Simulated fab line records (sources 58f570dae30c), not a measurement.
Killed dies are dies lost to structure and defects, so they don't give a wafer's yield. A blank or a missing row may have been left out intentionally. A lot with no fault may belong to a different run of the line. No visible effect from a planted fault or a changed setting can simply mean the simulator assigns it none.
Which tool was responsible? | flow berkeley_cmos170 | 7 lots with 21 wafers sampled at 2 steps, on a route of 331 steps

== WHAT THE GAUGES READ, wafer by wafer ==
UCB170_CONTACT_CD_MEAS_90: the cd target is 700 nm.
lot  | measured     | on        | cd_nm (nm)
L332 | day 7 00:32  | cd_sem-01 | 699.1 699.4 701.1
L341 | day 8 23:12  | cd_sem-01 | - - -
L342 | day 9 05:01  | cd_sem-02 | - - -
L345 | day 10 00:37 | cd_sem-01 | 696.9 698.9 698.3
L348 | day 10 21:43 | cd_sem-02 | 698.1 699.9 699.3
L350 | day 11 07:30 | cd_sem-02 | 699.2 701.8 698.1
L351 | day 11 18:58 | cd_sem-01 | 702.0 702.2 700.2

== WHAT TOOL EACH LOT RAN ON (gives the tool, then ch and the chambers of the sampled wafers, and finally the start) ==
lot  | UCB170_CONTACT_ETCH_18
L332 | rie_diel-04 ch 1,2,3, day 7 00:00
L341 | rie_diel-01 ch 1,2, day 8 22:00
L342 | rie_diel-04 ch 0,1,3, day 9 04:00
L345 | rie_diel-02 ch 2,3, day 10 00:00
L348 | rie_diel-01 ch 0,1,3, day 10 21:00
L350 | rie_diel-02 ch 0,3, day 11 07:00
L351 | rie_diel-04 ch 0,1,3, day 11 18:00
- UCB170_CONTACT_ETCH_18: etches PSG in CHF3/CF4/Ar, stops on TiSi2, target depth 840 nm, time 195 s.

== THE ANSWER, worked out from the rows above alone ==
Rule: usual is defined by the lots themselves. The widest of any qualifying gaps counts: lots, ordered by their means at a reading, are off when they make up no more than a third of the lots, leave a main group of 4 or more, and stand apart from it by 3 or more times the standard deviation of that group's means. The tables above print the reading to a certain number of digits; a main group whose means all agree to those digits is not used. A lot without any number at a reading at which 4 lots or more have one is off too. All remaining lots with rows at the step are treated as sound.
Off: L341, L342 (UCB170_CONTACT_CD_MEAS_90, cd_nm). Without a number there: L341, L342. The main group has a mean of 699.6 nm with a standard deviation of 1.1.
If a tool, at a process step before that reading, ran all the lots that are off and no sound lot after the first of them, it fits. The gauges at UCB170_CONTACT_CD_MEAS_90 are tried like those tools. None of those tried fits.

== WHAT THE SIMULATOR PUT IN ==
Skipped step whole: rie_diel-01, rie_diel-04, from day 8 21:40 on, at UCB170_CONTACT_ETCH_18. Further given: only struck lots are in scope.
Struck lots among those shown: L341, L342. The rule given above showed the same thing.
